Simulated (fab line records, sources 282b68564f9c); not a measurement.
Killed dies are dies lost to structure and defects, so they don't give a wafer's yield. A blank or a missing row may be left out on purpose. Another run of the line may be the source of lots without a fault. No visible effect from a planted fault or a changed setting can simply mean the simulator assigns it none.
What tool caused it? | flow rit cmos | 15 lots with 45 wafers sampled at 2 steps, on a route of 202 steps

## WHAT EACH GAUGE READ, for each wafer
RIT_M1_OVL_MEAS_10. Usual: M1_OVL gives -0.9 nm (standard deviation 1.5).
lot  | measured    | on         | M1_OVL (nm)       | flag
L980 | day 3 08:51 | overlay-01 | -0.2 0.3 -1.9     |
L981 | day 3 15:45 | overlay-02 | -2.2 -1.3 -3.4    |
L982 | day 3 21:25 | overlay-02 | -0.3 1.2 0.8      |
L983 | day 3 23:25 | overlay-02 | -1.2 -2.8 -0.8    |
L984 | day 4 07:44 | overlay-02 | -1.6 -0.3 -0.4    |
L985 | day 4 10:07 | overlay-02 | 2.1 1.1 1.2       |
L986 | day 4 18:59 | overlay-01 | -0.6 0.4 0.8      |
L987 | day 4 21:38 | overlay-01 | 0.2 0.7 -1.0      |
L988 | day 5 04:29 | overlay-01 | 2.3 1.1 2.2       |
L992 | day 6 01:10 | overlay-02 | 355.5 354.9 356.1 | OFF
L993 | day 6 03:13 | overlay-02 | 357.9 359.0 359.9 | OFF
L995 | day 6 12:06 | overlay-02 | 359.5 357.6 359.0 | OFF
L996 | day 6 17:28 | overlay-02 | -1.3 -1.8 -0.2    |
L999 | day 7 10:34 | overlay-02 | -1.7 -1.6 -1.0    |
L103 | day 8 03:15 | overlay-01 | -1.7 -0.5 0.1     |

## TOOL THAT RAN EACH LOT (tool first, then ch and the chambers of the sampled wafers, then the start)
lot  | RIT_M1_EXPOSE_06
L980 | iline stepper-01 ch 0, day 3 08:19
L981 | iline stepper-02 ch 0, day 3 15:13
L982 | iline stepper-02 ch 0, day 3 20:52
L983 | iline stepper-02 ch 0, day 3 22:52
L984 | iline stepper-02 ch 0, day 4 07:13
L985 | iline stepper-01 ch 0, day 4 09:34
L986 | iline stepper-02 ch 0, day 4 18:27
L987 | iline stepper-02 ch 0, day 4 21:07
L988 | iline stepper-01 ch 0, day 5 03:49
L992 | iline stepper-01 ch 0, day 6 00:38
L993 | iline stepper-01 ch 0, day 6 02:40
L995 | iline stepper-01 ch 0, day 6 11:35
L996 | iline stepper-02 ch 0, day 6 16:55
L999 | iline stepper-02 ch 0, day 7 10:01
L103 | iline stepper-02 ch 0, day 8 02:44
- RIT_M1_EXPOSE_06: exposes mask M12, target cd 2600 nm.

## WHAT THE TOOLS THEMSELVES READ (means of the sampled wafers that have a number; where no wafer has one, the mark that the record gives instead)
The record holds no such reading with a usual standard deviation.

## THE ANSWER, worked out from the rows above alone
Rule: lot off if the mean of its wafers having a number is beyond 3 standard deviations from the usual mean. A lot without any number at a reading at which 4 lots or more have one is off too. All remaining lots with rows at the step are treated as sound. First the gauges in route order, then the tools' own readings, where a lot's mean is used as printed above. The first step at which some lot is off is used, and at that step the reading that is off furthest; a lot without a number counts as furthest.
Off: at RIT_M1_OVL_MEAS_10 (M1_OVL), L992, L993, L995.
A tool fits if, at a process step before that reading, it ran every lot that is off, and no sound lot after the first of them. Gauges at RIT_M1_OVL_MEAS_10: tried the same way as those tools. One fits: RIT_M1_EXPOSE_06 on iline stepper-01. Its last sound lot is L988 (day 5 03:49), its first lot that is off L992 (day 6 00:38): a fault that began between those two fits.

## WHAT THE SIMULATOR HAD PUT IN
Scanner matching overlay: iline stepper-01, from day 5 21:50 on, at RIT_M1_EXPOSE_06. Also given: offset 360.
Shown lots that were struck: L992, L993, L995. The rule given above showed the same thing.
